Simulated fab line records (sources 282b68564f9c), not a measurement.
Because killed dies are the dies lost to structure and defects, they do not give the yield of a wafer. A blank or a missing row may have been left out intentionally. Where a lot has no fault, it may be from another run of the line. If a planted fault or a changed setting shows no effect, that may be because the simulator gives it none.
Struck lot and sound lot, side by side :: flow rit cmos :: 20 steps out of a route of 202
Sound: wafers L360.2, L360.3, L360.4. Wafers L373.1, L373.2, L373.4 were the ones struck. The cause is named last.
Each step with rows lists, per side, the tool, then ch with its chambers, then its first start. Under that, the readings that differ: sound wafers :: struck wafers :: difference of the means :: sigmas: that difference in standard deviations of wafers without a fault.
alike: readings with means less than 2 such deviations apart, plus words and numbers identical on both sides. not compared: withheld readings, readings lacking a value on some wafer, bounds such as >300 that could conceal the same value, and numbers that have no deviation in the record and whose values overlap.
The two part at a step that has a row with sigmas, a row that says differs or no value, or rows on one side only. Non-overlapping numbers with no deviation appear without sigmas and do not part them. A reading missing from all wafers of one side parts the sides only when that side holds two or more wafers.

first, 2 steps without rows for these wafers: RIT_NWELL_HARDBAKE_07 (time 120 s); RIT_NWELL_IMPLANT_08.
RIT_NWELL_STRIP_09: strips in O2, time 180 s.
  sound on plasma asher-04 ch 0,1, day 3 14:01; struck on plasma asher-04 ch 0,1, day 6 06:19
  alike: drypump motor current A
  not compared: rf hours counter h
RIT_NWELL_TW_MEAS_10:
  sound on film metro-04, day 3 14:12; struck on film metro-04, day 6 06:29
  alike: NWELL_TW
then, 6 steps without rows for these wafers: RIT_PWELL_HMDS_00 (prime time 60 s); RIT_PWELL_COAT_01 (resist thk 1300 nm); RIT_PWELL_SOFTBAKE_02 (time 60 s); RIT_PWELL_EXPOSE_03 (exposes mask M3, target cd 43700 nm); RIT_PWELL_PEB_04; RIT_PWELL_DEVELOP_05 (develop time 68 s).
RIT_PWELL_OVL_MEAS_06:
  sound on overlay-01, day 3 15:08; struck on overlay-02, day 6 07:25
  alike: PWELL_OVL
then, 1 step without rows for these wafers: RIT_PWELL_HARDBAKE_07 (time 120 s).
RIT_PWELL_IMPLANT_08:
  sound on implanter-01 ch 0, day 3 15:26; struck on implanter-01 ch 0, day 6 07:43
reading: dose ions cm2
sound: 6.984e+13 6.99e+13 6.985e+13
struck: 7.094e+13 7.093e+13 7.099e+13
difference: +1.090e+12
sigmas: +12
RIT_PWELL_STRIP_09: strips in O2, time 180 s.
  sound on plasma asher-03 ch 0,1, day 3 15:34; struck on plasma asher-04 ch 0,1, day 6 07:52
  alike: drypump motor current A
  not compared: rf hours counter h
RIT_PWELL_TW_MEAS_10:
  sound on film metro-04, day 3 15:45; struck on film metro-03, day 6 08:02
  alike: PWELL_TW
then, 1 step without rows for these wafers: RIT_WELLDRIVE_ANNEAL_00 (time 14700 s).
RIT_WELLDRIVE_RS_MEAS_01: measures by four-point-probe.
  sound on film metro-04, day 3 20:55; struck on film metro-04, day 6 13:56
  alike: NWELL_RS
RIT_WELLDRIVE_RS_MEAS_02: measures by four-point-probe.
  sound on film metro-04, day 3 21:02; struck on film metro-04, day 6 14:04
reading: PWELL_RS (ohm/sq)
sound: 429.5 430.0 429.0
struck: 426.5 426.9 427.4
difference: -2.6
sigmas: -2
then, 1 step without rows for these wafers: RIT_NRETRO_HMDS_00 (prime time 60 s).
RIT_M1_PROBE_99:
  sound on prober-01, day 5 04:25; struck on prober-02, day 7 20:14
  alike: killed at contacts, killed at front end, killed dies, killed on rim, killed open, killed short

== WHERE THEY PART ==
Earliest at RIT_PWELL_IMPLANT_08; latest, in this record, at RIT_WELLDRIVE_RS_MEAS_02. Later steps at which nothing parts them and some readings are alike: RIT_M1_PROBE_99.

WHY: whatever the simulator had introduced
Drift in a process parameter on implanter-01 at RIT_PWELL_IMPLANT_08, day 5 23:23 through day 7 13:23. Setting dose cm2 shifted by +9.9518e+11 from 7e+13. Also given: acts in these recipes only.
